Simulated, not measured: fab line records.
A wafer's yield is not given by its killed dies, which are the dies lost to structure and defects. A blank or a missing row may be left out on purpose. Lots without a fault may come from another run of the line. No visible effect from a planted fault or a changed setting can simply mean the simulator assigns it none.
Which tool did it? ; flow rit_cmos ; 21 wafers from 7 lots sampled at 2 of the route's 202 steps

WHAT EACH GAUGE READ, for each wafer
RIT_PRETRO_OVL_MEAS_06.
lot;measured;on;PRETRO_OVL (nm)
L608;day 2 14:16;overlay-01;1.9 0.6 -1.0
L612;day 3 08:43;overlay-02;0.5 2.7 -0.5
L617;day 4 11:47;overlay-01;- - -
L619;day 4 21:43;overlay-01;- - -
L624;day 5 21:34;overlay-01;2.2 0.6 -0.2
L626;day 6 09:24;overlay-01;1.2 0.0 1.2
L629;day 6 22:06;overlay-01;0.0 0.3 0.2

WHICH TOOL RAN EACH LOT (tool, then ch and the chambers of the sampled wafers, then the start)
lot;RIT_PRETRO_COAT_01
L608;litho_track-02 ch 0, day 2 13:31
L612;litho_track-01 ch 0, day 3 08:01
L617;litho_track-02, day 4 11:04
L619;litho_track-02, day 4 20:54
L624;litho_track-02 ch 0, day 5 20:50
L626;litho_track-03 ch 0, day 6 08:40
L629;litho_track-01 ch 0, day 6 21:16
- RIT_PRETRO_COAT_01: resist thk 1300 nm.

THE ANSWER, worked out from the rows above alone
Rule: what is usual is taken from the lots themselves. Put in order of their means at a reading, lots are off if they are a third of the lots or fewer, leave a main group of 4 or more, and stand apart from it by a gap of 3 or more times the standard deviation of the main group's means; of several such gaps the widest counts. A main group is skipped when, at the precision printed for the reading in the tables above, its means are all equal. A lot without any number at a reading at which 4 lots or more have one is off too. Any other lot the step has rows for is counted as sound.
Off: at RIT_PRETRO_OVL_MEAS_06 (PRETRO_OVL), L617, L619. Without a number there: L617, L619. The main group has a mean of 0.6 nm with a standard deviation of 0.28.
A tool fits if, at a process step before that reading, it ran every lot that is off, and no sound lot after the first of them. The gauges at RIT_PRETRO_OVL_MEAS_06 are tried like those tools. Of those tried, none fits.

WHAT THE SIMULATOR PUT IN
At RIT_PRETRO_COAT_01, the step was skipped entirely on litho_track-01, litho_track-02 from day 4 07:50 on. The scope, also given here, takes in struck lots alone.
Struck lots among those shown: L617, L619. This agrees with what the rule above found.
